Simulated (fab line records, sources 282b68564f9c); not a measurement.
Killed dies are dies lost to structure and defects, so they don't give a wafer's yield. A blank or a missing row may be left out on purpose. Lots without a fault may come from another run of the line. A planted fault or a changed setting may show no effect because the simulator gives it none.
Which tool did it? | flow rit_cmos | 7 lots, 21 wafers sampled, at 2 steps of a route of 202

WHAT THE GAUGES READ, wafer by wafer
RIT_CONTACT_CD_MEAS_08: target cd 1000 nm.
lot  | measured    | on        | cd_nm (nm)
L435 | day 3 23:23 | cd_sem-01 | 1000.2 999.3 997.6
L437 | day 4 11:52 | cd_sem-02 | 1001.6 1003.1 1003.7
L440 | day 5 00:43 | cd_sem-02 | 1004.9 1002.6 1002.8
L442 | day 5 11:38 | cd_sem-02 | 989.2 989.4 989.3
L447 | day 6 14:46 | cd_sem-02 | 998.8 999.2 998.5
L451 | day 7 11:44 | cd_sem-02 | 1001.2 998.3 1000.1
L455 | day 8 04:20 | cd_sem-02 | 999.9 998.7 1000.5

WHICH TOOL RAN EACH LOT (tool, then ch and the chambers of the sampled wafers, then the start)
lot  | RIT_CONTACT_DEVELOP_07
L435 | litho_track-04 ch 0, day 3 23:00
L437 | litho_track-02 ch 0, day 4 11:00
L440 | litho_track-03 ch 0, day 5 00:00
L442 | litho_track-04 ch 0, day 5 11:00
L447 | litho_track-03 ch 0, day 6 14:00
L451 | litho_track-02 ch 0, day 7 11:00
L455 | litho_track-04 ch 0, day 8 04:00
- RIT_CONTACT_DEVELOP_07: develop time 120 s.

THE ANSWER, worked out from the rows above alone
Rule: what is usual is taken from the lots themselves. Put in order of their means at a reading, lots are off if they are a third of the lots or fewer, leave a main group of 4 or more, and stand apart from it by a gap of 3 or more times the standard deviation of the main group's means; of several such gaps the widest counts. A main group whose means are all the same, to the digits that the tables above print for the reading, isn't used. A lot without any number at a reading at which 4 lots or more have one is off too. The other lots that the step has rows for count as sound.
Off: L442, at RIT_CONTACT_CD_MEAS_08 (cd_nm). The main group: mean 1000.6 nm, standard deviation 1.8.
A tool fits if, at a process step before that reading, it ran every lot that is off, and no sound lot after the first of them. The gauges at RIT_CONTACT_CD_MEAS_08 are tried like those tools. None of those tried fits.

WHAT THE SIMULATOR HAD PUT IN
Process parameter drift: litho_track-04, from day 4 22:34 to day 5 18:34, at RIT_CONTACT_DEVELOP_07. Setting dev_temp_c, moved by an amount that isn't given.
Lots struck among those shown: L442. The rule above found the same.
